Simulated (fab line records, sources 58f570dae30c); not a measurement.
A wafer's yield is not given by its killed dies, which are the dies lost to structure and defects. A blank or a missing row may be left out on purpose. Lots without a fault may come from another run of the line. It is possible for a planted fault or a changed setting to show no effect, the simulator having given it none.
Matching of chambers | flow berkeleyCmos170 | UCB170_V2_CVD_00 on pecvd-04 has 3 sister chambers
The step deposits SiO2 from TEOS/O2, target thk 2000 nm, time 250 s. 6 wafers are shown with their chamber, then 7 later ones without.

== WAFERS PAIRED WITH THEIR CHAMBERS ==
wafer  | chamber | heaterPowerW (W) | rfFwdPowerW (W)
L887.1 | 0       | 249              | 548.6
L888.2 | 2       | 339              | 547.9
L888.4 | 0       | 199              | 548.7
L888.5 | 1       | 221              | 551.5
L889.1 | 2       | 314              | 551.0
L889.4 | 1       | 229              | 550.7

== WAFERS WITHOUT THEIR CHAMBER ==
wafer  | heaterPowerW (W) | rfFwdPowerW (W)
L889.5 | 202              | 548.2
L891.1 | 287              | 547.9
L891.4 | 202              | 550.9
L891.5 | 299              | 550.2
L901.3 | 197              | 547.2
L901.5 | 273              | 549.3
L901.6 | 297              | 547.6

== THE CHAMBER EACH PASSED THROUGH ==
wafer  | from the rows above          | in truth
L889.5 | can't be placed: 0 or 1      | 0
L891.1 | can't be placed: 2 or 0 or 1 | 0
L891.4 | can't be placed: 1 or 0      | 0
L891.5 | can't be placed: 2 or 1      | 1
L901.3 | can't be placed: 0 or 1      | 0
L901.5 | can't be placed: 0 or 2 or 1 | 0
L901.6 | can't be placed: 2 or 0      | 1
Placed correctly: 0 of 7. From these rows, 7 cannot be placed; in 6 the true chamber is one of the candidates. Placed wrongly: 0.
How it was worked out, from the rows above alone: a wafer's distance from a chamber is the root of the sum, over the readings, of the square of ((its reading less the chamber's mean) divided by the reading's scatter). The wafer belongs to the nearest chamber; if the next one is less than 2 further off, it can't be placed. For every chamber, the mean is computed from those of its wafers that are shown. How the scatter is found: for the shown wafers, subtract from each reading the mean of its chamber, square and add these, divide the total by (wafers less chambers), then take the root.
